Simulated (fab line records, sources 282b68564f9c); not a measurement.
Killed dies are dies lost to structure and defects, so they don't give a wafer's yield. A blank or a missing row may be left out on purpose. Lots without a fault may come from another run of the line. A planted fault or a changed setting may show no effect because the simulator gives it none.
Chamber matching | flow rit_cmos | RIT_M1_STRIP_13 on wet_bench-02: 3 sister chambers
The step strips in nmp, time 600 s. 6 wafers are shown with their chamber, then 8 later ones without.

WAFERS WITH THEIR CHAMBER
wafer  | chamber | bath_heat_duty_pct (%)
L306.4 | 0       | 18.8
L306.5 | 0       | 19.1
L308.6 | 2       | 16.8
L309.3 | 1       | 16.1
L309.6 | 1       | 15.9
L310.1 | 2       | 17.5

WAFERS WITHOUT THEIR CHAMBER
wafer  | bath_heat_duty_pct (%)
L310.2 | 18.5
L310.6 | 17.0
L312.1 | 16.1
L312.2 | 16.2
L312.4 | 16.6
L316.2 | 16.9
L316.4 | 18.0
L316.6 | 18.5

WHICH CHAMBER EACH WENT THROUGH
wafer  | from the rows above     | in truth
L310.2 | 0                       | 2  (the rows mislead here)
L310.6 | 2                       | 2
L312.1 | 1                       | 1
L312.2 | 1                       | 1
L312.4 | can't be placed: 2 or 1 | 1
L316.2 | 2                       | 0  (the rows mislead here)
L316.4 | can't be placed: 2 or 0 | 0
L316.6 | 0                       | 0
Placed correctly: 4 of 8. Can't be placed from these rows: 2 (the true chamber is among the candidates in 2). Placed wrongly: 2.
How it was worked out, from the rows above alone: a wafer's distance from a chamber is the root of the sum, over the readings, of the square of ((its reading less the chamber's mean) divided by the reading's scatter). The wafer belongs to the nearest chamber; if the next one is less than 2 further off, it can't be placed. A chamber's mean is the mean of its shown wafers. The scatter: the root of (the sum of the squares of (reading less its chamber's mean) over the shown wafers, divided by (wafers less chambers)).
